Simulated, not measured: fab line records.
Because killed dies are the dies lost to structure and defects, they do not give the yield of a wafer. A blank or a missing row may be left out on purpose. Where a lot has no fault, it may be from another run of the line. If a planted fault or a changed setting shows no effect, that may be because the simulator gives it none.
What tool caused it? -- flow berkeley-cmos170 -- 15 lots with 45 wafers sampled at 3 steps, on a route of 331 steps

== WHAT THE GAUGES READ, wafer by wafer ==
UCB170_M1_OVL_MEAS_10. Usual: M1_OVL gives 3 nm (standard deviation 5.5).
lot,measured,on,M1_OVL (nm),flag
L232,day 6 21:31,overlay-02,6 8 6,
L233,day 7 15:03,overlay-01,3 -4 -3,
L234,day 7 21:41,overlay-01,8 0 -6,
L239,day 8 08:55,overlay-02,5 0 5,
L236,day 8 10:52,overlay-01,8 0 2,
L242,day 8 19:57,overlay-02,6 1 9,
L240,day 8 21:28,overlay-02,4 3 10,
L237,day 8 23:07,overlay-02,3 4 -6,
L246,day 9 23:08,overlay-01,5 6 7,
L245,day 10 02:07,overlay-02,1 0 -1,
L248,day 10 06:22,overlay-02,2 -2 6,
L251,day 11 03:40,overlay-02,5 1 0,
L252,day 11 07:34,overlay-02,3 -1 3,
L253,day 11 10:04,overlay-01,-10 3 -1,
L255,day 11 20:11,overlay-01,-1 14 -2,

UCB170_V2_BOW_MEAS_03. Usual: V2_BOW gives 38 um (standard deviation 7.4).
lot,measured,on,V2_BOW (um),flag
L232,day 7 09:17,film-metro-01,39 33 41,
L233,day 7 23:52,film-metro-01,36 39 22,
L234,day 8 11:29,film-metro-01,41 35 33,
L239,day 8 20:13,film-metro-01,21 45 33,
L236,day 8 22:56,film-metro-02,49 36 33,
L242,day 9 10:34,film-metro-02,38 28 40,
L240,day 9 10:05,film-metro-02,41 44 46,
L237,day 9 11:11,film-metro-01,28 41 38,
L246,day 10 11:50,film-metro-03,40 48 47,
L245,day 10 11:33,film-metro-02,33 32 31,
L248,day 10 16:28,film-metro-01,39 44 36,
L251,day 11 13:49,film-metro-01,36 30 42,
L252,day 11 17:54,film-metro-02,42 37 31,
L253,day 11 19:46,film-metro-02,37 37 40,
L255,day 12 05:12,film-metro-02,41 52 41,

== WHICH TOOL RAN EACH LOT (tool, then ch and the chambers of the sampled wafers, then the start) ==
lot,UCB170_M2_STRIP_07
L232,"plasma-asher-03 ch 1, day 7 06:31"
L233,"plasma-asher-04 ch 0,1, day 7 21:20"
L234,"plasma-asher-03 ch 0,1, day 8 07:50"
L239,"plasma-asher-02 ch 0,1, day 8 16:38"
L236,"plasma-asher-03 ch 1, day 8 17:23"
L242,"plasma-asher-04 ch 0,1, day 9 05:54"
L240,"plasma-asher-03 ch 0,1, day 9 05:54"
L237,"plasma-asher-02 ch 0,1, day 9 08:03"
L246,"plasma-asher-03 ch 0,1, day 10 08:41"
L245,"plasma-asher-04 ch 1, day 10 08:25"
L248,"plasma-asher-03 ch 0,1, day 10 13:43"
L251,"plasma-asher-03 ch 0,1, day 11 11:34"
L252,"plasma-asher-03 ch 0, day 11 15:16"
L253,"plasma-asher-04 ch 0,1, day 11 17:22"
L255,"plasma-asher-04 ch 0,1, day 12 02:50"
- UCB170_M2_STRIP_07: strips in O2.

== AS READ BY THE TOOLS THEMSELVES (means over the sampled wafers that have a number; for cases with no such wafer, the mark the record gives instead) ==
UCB170_M2_STRIP_07. Usual: drypump-motor-current-A 5.6 A, standard deviation 0.33; oes-product-au 0.734 a.u., standard deviation 0.0047; strip-time-to-endpoint-s 22.00 s, standard deviation 0.065.
lot,tool,drypump-motor-current-A (A),oes-product-au (a.u.),strip-time-to-endpoint-s (s),flag
L232,plasma-asher-03,5.9,0.735,21.85,
L233,plasma-asher-04,5.3,0.737,22.02,
L234,plasma-asher-03,5.6,0.736,21.94,
L239,plasma-asher-02,5.9,0.740,21.91,
L236,plasma-asher-03,5.9,0.732,22.06,
L242,plasma-asher-04,5.4,0.734,22.04,
L240,plasma-asher-03,5.4,0.728,22.03,
L237,plasma-asher-02,5.9,0.733,22.05,
L246,plasma-asher-03,5.6,0.736,22.00,
L245,plasma-asher-04,5.4,0.739,22.02,
L248,plasma-asher-03,5.6,0.728,22.08,
L251,plasma-asher-03,5.6,0.737,22.01,
L252,plasma-asher-03,5.1,0.733,21.94,
L253,plasma-asher-04,5.4,0.738,22.01,
L255,plasma-asher-04,5.4,0.730,21.97,

== THE ANSWER, worked out from the rows above alone ==
Rule: a lot is off if the mean of its wafers that have a number lies more than 3 standard deviations from the usual mean. Also off: a lot with no number at a reading for which 4 or more lots have one. Where the step has rows for the other lots, those lots are counted as sound. First the gauges in route order, then the tools' own readings, where a lot's mean is used as printed above. The first step at which some lot is off is used, and at that step the reading that is off furthest; a lot without a number counts as furthest.
No lot is off on any of the readings shown, so nothing can be concluded from this.

== WHAT THE SIMULATOR HAD INSERTED ==
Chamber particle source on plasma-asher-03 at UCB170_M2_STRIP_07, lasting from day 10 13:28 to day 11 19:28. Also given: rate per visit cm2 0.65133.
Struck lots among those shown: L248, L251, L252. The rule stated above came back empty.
